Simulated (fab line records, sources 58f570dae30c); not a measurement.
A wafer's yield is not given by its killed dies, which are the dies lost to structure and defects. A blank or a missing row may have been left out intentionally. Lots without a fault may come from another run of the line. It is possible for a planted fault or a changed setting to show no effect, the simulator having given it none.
Lot-split experiment || flow berkeleyCmos170 || route with 331 steps; 5 lots, 27 wafers read

ON THE SPLIT
At UCB170_SCREENOX_OXIDATION_01 (target thk 14.4 nm, ox time 2400 s), the setting oxTimeS was moved away from the recipe's 2400 s on 12 of the 27 wafers read, by +36.2% to +37.3%. For the rest of the wafers, this setting stayed at what the recipe calls for.

The file shows no step between the split and the reading.

THE READING
SCREENOX_OXIDE_THK at UCB170_SCREENOX_THK_MEAS_02, in nm. Fault-free wafers of this fab line usually give 14.50 nm, standard deviation 0.23 nm.

{"wafer": "L074.1", "tool, chamber at the split": "-, -", "oxTimeS as run, s": 2400, "against the recipe": "recipe", "SCREENOX_OXIDE_THK, nm": 14.34, "against lot-mates on the recipe": "-"}
{"wafer": "L074.2", "tool, chamber at the split": "-, -", "oxTimeS as run, s": 2400, "against the recipe": "recipe", "SCREENOX_OXIDE_THK, nm": 14.25, "against lot-mates on the recipe": "-"}
{"wafer": "L074.3", "tool, chamber at the split": "-, -", "oxTimeS as run, s": 2400, "against the recipe": "recipe", "SCREENOX_OXIDE_THK, nm": 14.40, "against lot-mates on the recipe": "-"}
{"wafer": "L074.4", "tool, chamber at the split": "-, -", "oxTimeS as run, s": 2400, "against the recipe": "recipe", "SCREENOX_OXIDE_THK, nm": 14.43, "against lot-mates on the recipe": "-"}
{"wafer": "L074.5", "tool, chamber at the split": "-, -", "oxTimeS as run, s": 2400, "against the recipe": "recipe", "SCREENOX_OXIDE_THK, nm": 14.39, "against lot-mates on the recipe": "-"}
{"wafer": "L074.6", "tool, chamber at the split": "-, -", "oxTimeS as run, s": 2400, "against the recipe": "recipe", "SCREENOX_OXIDE_THK, nm": 14.39, "against lot-mates on the recipe": "-"}
{"wafer": "L075.1", "tool, chamber at the split": "-, -", "oxTimeS as run, s": 3268, "against the recipe": "+36.2%", "SCREENOX_OXIDE_THK, nm": 17.98, "against lot-mates on the recipe": "no lot-mate on the recipe"}
{"wafer": "L075.2", "tool, chamber at the split": "-, -", "oxTimeS as run, s": 3268, "against the recipe": "+36.2%", "SCREENOX_OXIDE_THK, nm": 17.95, "against lot-mates on the recipe": "no lot-mate on the recipe"}
{"wafer": "L075.3", "tool, chamber at the split": "-, -", "oxTimeS as run, s": 3268, "against the recipe": "+36.2%", "SCREENOX_OXIDE_THK, nm": 17.71, "against lot-mates on the recipe": "no lot-mate on the recipe"}
{"wafer": "L075.4", "tool, chamber at the split": "-, -", "oxTimeS as run, s": 3268, "against the recipe": "+36.2%", "SCREENOX_OXIDE_THK, nm": 17.68, "against lot-mates on the recipe": "no lot-mate on the recipe"}
{"wafer": "L075.5", "tool, chamber at the split": "-, -", "oxTimeS as run, s": 3268, "against the recipe": "+36.2%", "SCREENOX_OXIDE_THK, nm": 17.69, "against lot-mates on the recipe": "no lot-mate on the recipe"}
{"wafer": "L075.6", "tool, chamber at the split": "-, -", "oxTimeS as run, s": 3268, "against the recipe": "+36.2%", "SCREENOX_OXIDE_THK, nm": 17.71, "against lot-mates on the recipe": "no lot-mate on the recipe"}
{"wafer": "L076.1", "tool, chamber at the split": "-, -", "oxTimeS as run, s": 3296, "against the recipe": "+37.3%", "SCREENOX_OXIDE_THK, nm": 17.94, "against lot-mates on the recipe": "no lot-mate on the recipe"}
{"wafer": "L076.2", "tool, chamber at the split": "-, -", "oxTimeS as run, s": 3296, "against the recipe": "+37.3%", "SCREENOX_OXIDE_THK, nm": 18.12, "against lot-mates on the recipe": "no lot-mate on the recipe"}
{"wafer": "L076.3", "tool, chamber at the split": "-, -", "oxTimeS as run, s": 3296, "against the recipe": "+37.3%", "SCREENOX_OXIDE_THK, nm": 17.86, "against lot-mates on the recipe": "no lot-mate on the recipe"}
{"wafer": "L076.4", "tool, chamber at the split": "-, -", "oxTimeS as run, s": 3296, "against the recipe": "+37.3%", "SCREENOX_OXIDE_THK, nm": 18.02, "against lot-mates on the recipe": "no lot-mate on the recipe"}
{"wafer": "L076.5", "tool, chamber at the split": "-, -", "oxTimeS as run, s": 3296, "against the recipe": "+37.3%", "SCREENOX_OXIDE_THK, nm": 18.14, "against lot-mates on the recipe": "no lot-mate on the recipe"}
{"wafer": "L076.6", "tool, chamber at the split": "-, -", "oxTimeS as run, s": 3296, "against the recipe": "+37.3%", "SCREENOX_OXIDE_THK, nm": 17.73, "against lot-mates on the recipe": "no lot-mate on the recipe"}
{"wafer": "L084.1", "tool, chamber at the split": "furnace-03, 0", "oxTimeS as run, s": 2400, "against the recipe": "recipe", "SCREENOX_OXIDE_THK, nm": 14.41, "against lot-mates on the recipe": "-"}
{"wafer": "L084.4", "tool, chamber at the split": "furnace-03, 0", "oxTimeS as run, s": 2400, "against the recipe": "recipe", "SCREENOX_OXIDE_THK, nm": 14.68, "against lot-mates on the recipe": "-"}
{"wafer": "L084.5", "tool, chamber at the split": "furnace-03, 0", "oxTimeS as run, s": 2400, "against the recipe": "recipe", "SCREENOX_OXIDE_THK, nm": 14.66, "against lot-mates on the recipe": "-"}
{"wafer": "L083.1", "tool, chamber at the split": "-, -", "oxTimeS as run, s": 2400, "against the recipe": "recipe", "SCREENOX_OXIDE_THK, nm": 14.23, "against lot-mates on the recipe": "-"}
{"wafer": "L083.2", "tool, chamber at the split": "-, -", "oxTimeS as run, s": 2400, "against the recipe": "recipe", "SCREENOX_OXIDE_THK, nm": 14.15, "against lot-mates on the recipe": "-"}
{"wafer": "L083.3", "tool, chamber at the split": "-, -", "oxTimeS as run, s": 2400, "against the recipe": "recipe", "SCREENOX_OXIDE_THK, nm": 14.01, "against lot-mates on the recipe": "-"}
{"wafer": "L083.4", "tool, chamber at the split": "-, -", "oxTimeS as run, s": 2400, "against the recipe": "recipe", "SCREENOX_OXIDE_THK, nm": 14.20, "against lot-mates on the recipe": "-"}
{"wafer": "L083.5", "tool, chamber at the split": "-, -", "oxTimeS as run, s": 2400, "against the recipe": "recipe", "SCREENOX_OXIDE_THK, nm": 14.13, "against lot-mates on the recipe": "-"}
{"wafer": "L083.6", "tool, chamber at the split": "-, -", "oxTimeS as run, s": 2400, "against the recipe": "recipe", "SCREENOX_OXIDE_THK, nm": 14.04, "against lot-mates on the recipe": "-"}

THE FIT
A straight line over all 27 wafers: SCREENOX_OXIDE_THK changes by +0.097 nm for each +1% of oxTimeS; r = +1.00; the points scatter about the line by 0.18 nm.
Too few moved wafers with a lot-mate on the recipe to fit a line net of each lot's own level.

THE WHOLE CHAIN: every reading that the file lists as answering this split, in the file's order
{"step": "UCB170_SCREENOX_OXIDATION_01", "what it does": "target thk 14.4 nm, ox time 2400 s", "reading": "SiO2_of_SCREENOX_OXIDATION_01.thkNm (the simulator's own value, which no gauge read)", "change (the file's fit)": "+0.097 nm for each +1% of the setting", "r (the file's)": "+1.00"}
{"step": "UCB170_SCREENOX_THK_MEAS_02", "what it does": "", "reading": "SCREENOX_OXIDE_THK", "change (the file's fit)": "+0.097 for each +1% of the setting", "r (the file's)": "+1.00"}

THE FILE'S OWN FIT
SCREENOX_OXIDE_THK changes by +0.097 nm for each +1% of oxTimeS, r = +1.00.
